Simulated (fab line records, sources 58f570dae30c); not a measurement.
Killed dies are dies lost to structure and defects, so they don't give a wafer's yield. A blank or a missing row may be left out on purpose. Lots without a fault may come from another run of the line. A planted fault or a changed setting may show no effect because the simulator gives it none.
Split-lot experiment | flow berkeley_cmos170 | 5 lots, 23 wafers read, on a route of 331 steps

THE SPLIT
At UCB170_NWELL_ETCH_13 (etches Si3N4 in CH3F/Ar/O2, stops on SiO2, target depth 246.4 nm, time 154 s), the setting time_s was moved away from the recipe's 154 s on 7 of the 23 wafers read, by -11.0% to +4.0%. The other wafers ran this setting at the recipe's value.

The reading is taken at the split's own step.

THE READING
KrF_of_NWELL_COAT_07.thk_nm (the simulator's own value, which no gauge read), in nm, at UCB170_NWELL_ETCH_13 (etches Si3N4 in CH3F/Ar/O2, stops on SiO2, target depth 246.4 nm, time 154 s). The file gives no usual value for it. The 16 wafers here that ran the recipe average 723.8 nm, standard deviation 4.3 nm.

wafer  | tool, chamber at the split | time_s as run, s | against the recipe | KrF_of_NWELL_COAT_07.thk_nm, nm | against lot-mates on the recipe
L075.1 | rie_diel-04, 3             | 154              | recipe             | 722.5                           | -
L075.2 | rie_diel-04, 2             | 145.9            | -5.3%              | 733.3                           | +9.7
L075.3 | rie_diel-04, 1             | 145.9            | -5.3%              | 732.3                           | +8.7
L075.4 | rie_diel-04, 0             | 154              | recipe             | 725.9                           | -
L075.5 | rie_diel-04, 3             | 154              | recipe             | 722.4                           | -
L079.1 | rie_diel-04, 0             | 154              | recipe             | 726.7                           | -
L079.2 | rie_diel-04, 1             | 160.2            | +4.0%              | 720.6                           | -4.8
L079.3 | rie_diel-04, 2             | 154              | recipe             | 724.3                           | -
L079.4 | rie_diel-04, 3             | 160.2            | +4.0%              | 716.2                           | -9.2
L079.6 | rie_diel-04, 2             | 154              | recipe             | 725.3                           | -
L080.2 | rie_diel-01, 2             | 154              | recipe             | 717.8                           | -
L080.3 | rie_diel-01, 1             | 154              | recipe             | 719.9                           | -
L080.4 | rie_diel-01, 3             | 154              | recipe             | 715.2                           | -
L081.1 | rie_diel-04, 2             | 154              | recipe             | 726.3                           | -
L081.3 | rie_diel-04, 3             | 154              | recipe             | 723.4                           | -
L081.4 | rie_diel-04, 1             | 154              | recipe             | 731.3                           | -
L081.5 | rie_diel-04, 1             | 154              | recipe             | 730                             | -
L081.6 | rie_diel-04, 0             | 154              | recipe             | 729.4                           | -
L082.1 | rie_diel-01, 2             | 137              | -11.0%             | 737.8                           | +17.3
L082.2 | rie_diel-01, 3             | 137              | -11.0%             | 738.3                           | +17.8
L082.4 | rie_diel-01, 1             | 137              | -11.0%             | 737.5                           | +17.0
L082.5 | rie_diel-01, 0             | 154              | recipe             | 719.6                           | -
L082.6 | rie_diel-01, 3             | 154              | recipe             | 721.3                           | -

THE FIT
A straight line over all 23 wafers: KrF_of_NWELL_COAT_07.thk_nm changes by -1.32 nm for each +1% of time_s; r = -0.83; the points scatter about the line by 3.9 nm.
The same after taking each lot's own level away (the mean of its wafers on the recipe; 23 wafers): -1.61 nm for each +1%; r = -0.96; scatter 1.9 nm.
On that fit, the largest move of time_s shifts the reading by 18 nm.
The lots' own levels span 717.63 to 728.08 nm, that is 2.4 times the standard deviation above.
So the lot-to-lot level changes the slope: the two fits differ.
Check: with one of the wafers moved furthest among these (-11.0%) left out of the fit, the line predicts +17.9 nm for it against its lot-mates. It came out at +17.3 nm against them.

OTHER SPLITS ON THESE WAFERS
These wafers also went through other splits before the reading. Each is held against what the fit with the lots' levels taken away leaves over:
other split on the same wafers     | wafers away from the commonest value | r with KrF_of_NWELL_COAT_07.thk_nm (lot level and that fit taken away)
UCB170_START_OXIDATION_02 temp_c   | 15                                   | +0.07
UCB170_ZERO_ETCH_06 over_etch_frac | 12                                   | -0.15

THE WHOLE CHAIN: every reading that the file lists as answering this split, in the file's order
step                  | what it does                                                                 | reading                                                                      | change (the file's fit)              | r (the file's)
UCB170_NWELL_ETCH_13  | etches Si3N4 in CH3F/Ar/O2, stops on SiO2, target depth 246.4 nm, time 154 s | KrF_of_NWELL_COAT_07.thk_nm (the simulator's own value, which no gauge read) | -1.63 nm for each +1% of the setting | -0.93
UCB170_NWELL_STRIP_15 | strips in O2                                                                 | strip_time_to_endpoint_s                                                     | withheld for each +1% of the setting | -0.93

THE FILE'S OWN FIT
KrF_of_NWELL_COAT_07.thk_nm changes by -1.63 nm for each +1% of time_s, r = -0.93.
